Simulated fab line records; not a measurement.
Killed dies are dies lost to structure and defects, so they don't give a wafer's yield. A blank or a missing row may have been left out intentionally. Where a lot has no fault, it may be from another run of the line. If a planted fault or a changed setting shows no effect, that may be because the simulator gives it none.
8D (eight disciplines) problem report, filled in by code ; flow rit-cmos ; the parts of the form that need people (team, actions taken, sign-off) are left out

== 1. PROBLEM STATEMENT ==
Mean of run-length-s at RIT_FOX2_WET_ETCH_03: 4486 s over 3 wafers from 1 lot, against 2728 s (standard deviation 3.4) on wafers with no fault. That is +99 or more standard deviations from the usual mean.
The step: etches Si3N4 in H3PO4, target depth 195 nm, time 2700 s.
First seen on wafer L984.2, day 2 20:59, on wet-bench-02. At this step, 39 wafers from 13 lots have a number in the record. Rule for "out", or "out of limits": more than 4 standard deviations from the usual mean. The other wafers with a number count as sound.

== 2. WHAT IT IS, AND WHAT IT ISN'T ==
question;is;is not
which readings at this step;run-length-s;bath-guard-temp-C
which lots;L984;L101, L102, L980, L981, L982, L983, L993, L994, L995, L996, L997, L999
which wafers of those lots;all that have a number;-
read on which tools;wet-bench-02;wet-bench-01, wet-bench-04
when;from day 2 20:59;"up to then (12 sound wafers); but 24 sound wafers of L101, L102, L993, L994, L995, L996, L997, L999 came after"

== 3. SUSPECTS, AND WHAT RULES EACH OUT ==
Counting: a tool stays on the suspect list if, at a process step up to the reading, it processed all lots that are out and no sound lot following the first of them.
- wet-bench-02 at RIT_FOX2_WET_ETCH_03 (etches Si3N4 in H3PO4, target depth 195 nm, time 2700 s): kept. It ran the lot that is out, L984 (day 2 20:59), and no sound lot after that; its last sound lot up to then is L983 (day 2 16:26). Its own readings are out on those wafers: run-length-s.
Left after counting: wet-bench-02 at RIT_FOX2_WET_ETCH_03.

== 4. THE CAUSE (what the simulator had put in) ==
wet-bench-02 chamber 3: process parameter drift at RIT_FOX2_WET_ETCH_03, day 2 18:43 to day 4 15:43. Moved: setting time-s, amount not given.
This tool alone remained once counting was done.

== 5. THE EFFECT CHAIN, in route order ==
One row per reading whose mean, taken over the struck wafers that have a number, lies over 3 standard deviations from the usual. Only readings for which the record gives a usual standard deviation are gone through. hours: the time from each lot's start at the first step in this table that gives one to its start at this step, as a median over the lots. sigmas: the change in usual standard deviations.
hours;step;reading;usual;on struck wafers;change;sigmas
0;RIT_FOX2_WET_ETCH_03;run-length-s;2728 s;4486;+1758;+99 or more
The process steps in it:
- RIT_FOX2_WET_ETCH_03: etches Si3N4 in H3PO4, target depth 195 nm, time 2700 s.

== 6. HOW IT WOULD HAVE BEEN CAUGHT EARLIER ==
First out-of-limits reading in this record: day 2 20:59, which is 2 hours after fault onset at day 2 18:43.
